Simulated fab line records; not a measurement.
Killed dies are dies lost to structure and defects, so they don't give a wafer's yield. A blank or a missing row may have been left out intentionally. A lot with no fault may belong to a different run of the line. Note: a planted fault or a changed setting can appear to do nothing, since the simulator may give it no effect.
A single fault, viewed from 2 desks :: flow berkeley_cmos170 :: each desk has only its own numbers; what lay behind them comes last

== TOOL OWNER'S DESK, litho_track-01 ==
The tool's own readings at UCB170_M2_COAT_10 (resist thk 900 nm): means of the sampled wafers that have a number, for each lot that ran on this tool. If a lot's mean is further than 4 standard deviations from the usual mean, the lot is out of limits and carries the mark OUT (the distance appears in the brackets).
Columns: A = chill_plate_temp_C at UCB170_M2_COAT_10, usual 23.00 C
lot: L359
first seen here: day 7 21:00
A: 23.11

lot: L362
first seen here: day 7 23:00
A: 23.00

lot: L366
first seen here: day 8 19:00
A: 22.86

lot: L373
first seen here: day 10 00:00
A: 22.96

lot: L375
first seen here: day 10 23:00
A: 23.11
Result from this desk: across the 5 lots, nothing is out of limits.

== AT THE METROLOGY DESK ==
What the gauges read, lot by lot, whatever tool the lot ran on: means of the sampled wafers that have a number. If a lot's mean is further than 4 standard deviations from the usual mean, the lot is out of limits and carries the mark OUT (the distance appears in the brackets).
Columns: A = cd_nm at UCB170_PSD_CD_MEAS_06, usual 1200.2 nm; B = cd_nm at UCB170_CONTACT_CD_MEAS_90, usual 700.2 nm; C = M1_OVL at UCB170_M1_OVL_MEAS_10, usual 4 nm; D = cd_nm at UCB170_M2_CD_MEAS_15, usual 700.2 nm
lot: L359
first seen here: day 6 18:46
A: 1200.9
B: 698.9
C: 14
D: 701.6

lot: L360
first seen here: day 6 21:28
A: 1200.9
B: 700.4
C: -5
D: 702.1

lot: L362
first seen here: day 6 21:45
A: 1199.0
B: 699.6
C: -1
D: 700.0

lot: L361
first seen here: day 6 22:01
A: 1201.7
B: 700.3
C: 3
D: 701.5

lot: L365
first seen here: day 7 07:37
A: 1200.4
B: 699.9
C: 3
D: 699.5

lot: L364
first seen here: day 7 08:04
A: 1198.6
B: 700.5
C: 7
D: 700.1

lot: L366
first seen here: day 7 21:41
A: 1199.3
B: 701.3
C: 10
D: 700.3

lot: L373
first seen here: day 9 00:51
A: 1199.4
B: 700.8
C: 6
D: 689.3 (-9.1) OUT

lot: L375
first seen here: day 10 04:36
A: 1198.9
B: 699.0
C: 2
D: 691.6 (-7.2) OUT

lot: L380
first seen here: day 10 11:59
A: 1201.1
B: 701.1
C: -4
D: 699.4

lot: L378
first seen here: day 10 12:07
A: 1199.3
B: 699.9
C: 1
D: 700.7

lot: L381
first seen here: day 10 12:32
A: 1197.4
B: 698.5
C: -4
D: 698.9

lot: L377
first seen here: day 10 16:34
A: 1201.5
B: 699.5
C: 11
D: 700.6

lot: L382
first seen here: day 10 19:29
A: 1202.3
B: 700.2
C: 5
D: 699.9
This desk's finding: out of limits on L373, L375; first on L373, day 10 01:41 (cd_nm at UCB170_M2_CD_MEAS_15). In limits: L359, L360, L362, L361, L365, L364, L366, L380, L378, L381, L377, L382.

== TAKEN TOGETHER ==
Metrology desk: alarm possible at day 10 01:41 on L373, L375.
The desk of the tool owner found nothing out of limits.
On record at the tool owner's desk: L373, L375, within its limits.
Of the lots named, all ran UCB170_M2_COAT_10 on litho_track-01.

== WHAT THE SIMULATOR HAD PUT IN ==
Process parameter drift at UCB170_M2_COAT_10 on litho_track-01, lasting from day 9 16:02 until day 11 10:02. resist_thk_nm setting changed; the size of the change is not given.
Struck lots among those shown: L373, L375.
Hours from the fault's start to each desk's first reading out of limits: the metrology desk, 10.
